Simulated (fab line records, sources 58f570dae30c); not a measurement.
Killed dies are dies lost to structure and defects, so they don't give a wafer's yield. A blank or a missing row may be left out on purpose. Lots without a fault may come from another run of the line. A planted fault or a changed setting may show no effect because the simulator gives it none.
Problem report in the 8D (eight disciplines) form, filled by code | flow berkeley_cmos170 | the parts of the form that need people (team, actions taken, sign-off) are left out

1. THE PROBLEM
NWELL_NITRIDE_THK at UCB170_NWELL_THK_MEAS_05 reads a mean of 207.5 nm on 3 wafers of 1 lot; wafers without a fault read 224.1 nm with a standard deviation of 2. That is -8.3 standard deviations from the usual mean.
First seen on wafer L304.1, day 4 00:22, on film_metro-03. The record holds 39 wafers of 13 lots with a number at this step. Rule for "out", or "out of limits": more than 4 standard deviations from the usual mean. The other wafers with a number count as sound.

2. WHAT IT IS AND WHAT IT IS NOT
question                    | is                     | is not
which readings at this step | NWELL_NITRIDE_THK      | -
which lots                  | L304                   | L296, L298, L299, L302, L309, L313, L314, L315, L316, L317, L318, L319
which wafers of those lots  | all that have a number | -
read on which gauges        | film_metro-03          | film_metro-01, film_metro-04
when                        | from day 4 00:22       | up to then (12 sound wafers); but 24 sound wafers of L309, L313, L314, L315, L316, L317, L318, L319 came after

3. SUSPECTS, AND WHAT RULES EACH OUT
Counting: a tool at a process step up to the reading stays a suspect if it ran every lot that is out and no sound lot after the first of them.
- the gauge at UCB170_NWELL_THK_MEAS_05: ruled out. All the wafers that are out were read on film_metro-03, but those of them that UCB170_NWELL_CVD_04 has rows for are out there too, on other tools.
- lpcvd-02 at UCB170_NWELL_CVD_04 (deposits Si3N4 from SiH2Cl2/NH3, target thk 224 nm, time 3360 s): ruled out as a lasting fault. Sound lots L316, L317, L318, L319 ran on it after its first lot that is out, L304 (day 3 22:26).
Left after counting: nothing in the record.

4. THE CAUSE (what the simulator had put in)
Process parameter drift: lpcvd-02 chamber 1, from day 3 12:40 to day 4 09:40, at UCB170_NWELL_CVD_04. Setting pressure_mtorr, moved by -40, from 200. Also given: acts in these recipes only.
Counting ruled it out, wrongly: the rule takes a fault to strike every lot that its tool runs from its start on, and this one did not.

5. THE CHAIN OF EFFECTS, in route order
Each row: a reading whose mean over the struck wafers that have a number lies more than 3 standard deviations from the usual. Only readings for which the record gives a usual standard deviation are gone through. hours: the time from each lot's start at the first step in this table that gives one to its start at this step, as a median over the lots. sigmas: the change in usual standard deviations.
hours | step                     | reading           | usual       | on struck wafers | change | sigmas
0     | UCB170_NWELL_CVD_04      | pressure_mtorr    | 200.0 mTorr | 160.0            | -40.0  | -95
2     | UCB170_NWELL_THK_MEAS_05 | NWELL_NITRIDE_THK | 224.1 nm    | 207.5            | -16.6  | -8.3
6     | UCB170_NWELL_ETCH_13     | oes_product_au    | 0.948 a.u.  | 0.904            | -0.044 | -3.4
The process steps in it:
- UCB170_NWELL_CVD_04: deposits Si3N4 from SiH2Cl2/NH3, target thk 224 nm, time 3360 s.
- UCB170_NWELL_ETCH_13: etches Si3N4 in CH3F/Ar/O2, stops on SiO2, target depth 246.4 nm, time 154 s.
Later measuring or inspecting steps at which every struck wafer that the step has a row for has a number for every such reading, and none has moved that far: UCB170_PFIELD_OVL_MEAS_06, UCB170_M3_BOW_MEAS_20.

6. WHAT WOULD HAVE CAUGHT IT SOONER
In this record the first reading out of limits at a measuring or inspecting step was taken at day 4 00:22, 12 hours after the fault began at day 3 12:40.
The tool's own readings at UCB170_NWELL_CVD_04 were out on every struck wafer that the step has a row for (pressure_mtorr): an alarm limit on them would have fired on the first of those.
